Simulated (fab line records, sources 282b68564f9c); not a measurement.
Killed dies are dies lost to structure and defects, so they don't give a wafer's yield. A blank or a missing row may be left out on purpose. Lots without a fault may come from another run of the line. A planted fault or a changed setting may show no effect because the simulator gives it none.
A struck lot beside a sound one | flow rit_cmos | 18 steps out of a route of 202
Sound: wafers L241.2, L241.3, L241.5. Struck: wafers L248.3, L248.4, L248.5. The cause comes at the end.
At each step with rows: each side's tool, then ch and its chambers, then its first start. Under that, the readings that differ: sound wafers | struck wafers | difference of the means | sigmas: that difference in standard deviations of wafers without a fault.
alike: readings whose means differ by less than 2 such deviations, and words and numbers that are the same on both sides. not compared: withheld readings, readings that some wafer has no value for, bounds like >300 that may hide the same value, and numbers for which the record gives no deviation and whose values overlap.
The two part at a step that has a row with sigmas, a row that says differs or no value, or rows on one side only. Numbers that don't overlap but have no deviation are shown without sigmas and don't part them. A reading that every wafer of one side lacks parts them only if that side has two wafers or more.

RIT_M1_SPUTTER_00: material Al, target thk 400 nm, time 500 s.
  sound on pvd_sputter-04, day 3 15:55; struck on pvd_sputter-04, day 4 21:29
  alike: throttle_valve_pct
RIT_M1_RS_MEAS_01: measures by four-point-probe.
  sound on film_metro-04, day 3 16:14; struck on film_metro-03, day 4 21:49
  alike: M1_AL_RS
RIT_M1_THK_MEAS_02: measures by xrf.
  sound on film_metro-04, day 3 16:21; struck on film_metro-03, day 4 21:55
  alike: M1_AL_THK
then, 6 steps without rows for these wafers: RIT_M1_HMDS_03 (prime time 60 s); RIT_M1_COAT_04 (resist thk 1300 nm); RIT_M1_SOFTBAKE_05 (time 60 s); RIT_M1_EXPOSE_06 (exposes mask M12, target cd 2600 nm); RIT_M1_PEB_07; RIT_M1_DEVELOP_08 (develop time 68 s).
RIT_M1_CD_MEAS_09: target cd 2600 nm.
  sound on cd_sem-01, day 3 17:35; struck on cd_sem-01, day 4 23:01
  reading    | sound                | struck               | difference | sigmas
  cd_nm (nm) | 2602.1 2601.5 2600.9 | 2597.4 2596.0 2596.2 | -5.0       | -2
RIT_M1_OVL_MEAS_10:
  sound on overlay-02, day 3 17:41; struck on overlay-01, day 4 23:06
  reading     | sound          | struck      | difference | sigmas
  M1_OVL (nm) | -0.1 -1.7 -4.4 | 2.4 1.6 3.5 | +4.6       | +3
then, 1 step without rows for these wafers: RIT_M1_HARDBAKE_11 (time 120 s).
RIT_M1_METAL_ETCH_12: etches Al in Cl2/BCl3, stops on SiO2, time 165 s, target depth 600 nm.
  sound on rie_metal-02 ch 0,1, day 3 17:58; struck on rie_metal-03 ch 0,1, day 4 23:35
  reading                                 | sound             | struck            | difference | sigmas
  oes_product_au (a.u.)                   | 0.773 0.767 0.781 | 0.677 0.682 0.687 | -0.092     | -8
  model.NOVOLAK_of_M1_COAT_04.thk_nm (nm) | 812.3 806.9 805.3 | 720.1 705.4 710.3 | -96.2      |
  model.M1.feature_depth_nm (nm)          | 436.1 436.4 434.2 | 441.1 443 442.6   | +6.7       |
  alike: bcl3_flow_sccm, drypump_motor_current_A, mfc_cl2_sccm, throttle_valve_pct
  not compared: rf_hours_counter_h, model.SiO2_of_CONTACT_CVD_00.thk_nm
then, 1 step without rows for these wafers: RIT_M1_STRIP_13 (strips in nmp, time 600 s).
RIT_M1_STRIP_14: strips in O2, time 180 s.
  sound on plasma_asher-01 ch 0,1, day 3 18:20; struck on plasma_asher-01 ch 0,1, day 4 23:57
  alike: drypump_motor_current_A
  not compared: rf_hours_counter_h
RIT_M1_CD_MEAS_90: target cd 2600 nm.
  sound on cd_sem-02, day 3 18:31; struck on cd_sem-01, day 5 00:06
  reading    | sound                | struck               | difference | sigmas
  cd_nm (nm) | 2599.9 2601.1 2600.6 | 2591.3 2588.7 2586.7 | -11.6      | -5
then, 1 step without rows for these wafers: RIT_M1_ANNEAL_15 (time 1800 s).
RIT_M1_PROBE_99:
  sound on prober-02, day 3 20:17; struck on prober-01, day 5 01:54
  reading                               | sound                      | struck                     | difference | sigmas
  model.etest.antenna_m1.vt_shift_v (V) | -0.01146 -0.01393 -0.01226 | -0.02228 -0.01841 -0.02161 | -0.00822   |
  alike: defect_limited_yield, killed_at_front_end, killed_dies, killed_on_rim, killed_open, killed_short, sort_bin_3_pad_short, sort_bin_5_function, sort_bin_6_memory, sort_n_pass, sort_yield_pct

WHERE THEY PART
First at RIT_M1_CD_MEAS_09; last, within this record, at RIT_M1_CD_MEAS_90. Later steps at which nothing parts them and some readings are alike: RIT_M1_PROBE_99.

WHY: what the simulator had put in
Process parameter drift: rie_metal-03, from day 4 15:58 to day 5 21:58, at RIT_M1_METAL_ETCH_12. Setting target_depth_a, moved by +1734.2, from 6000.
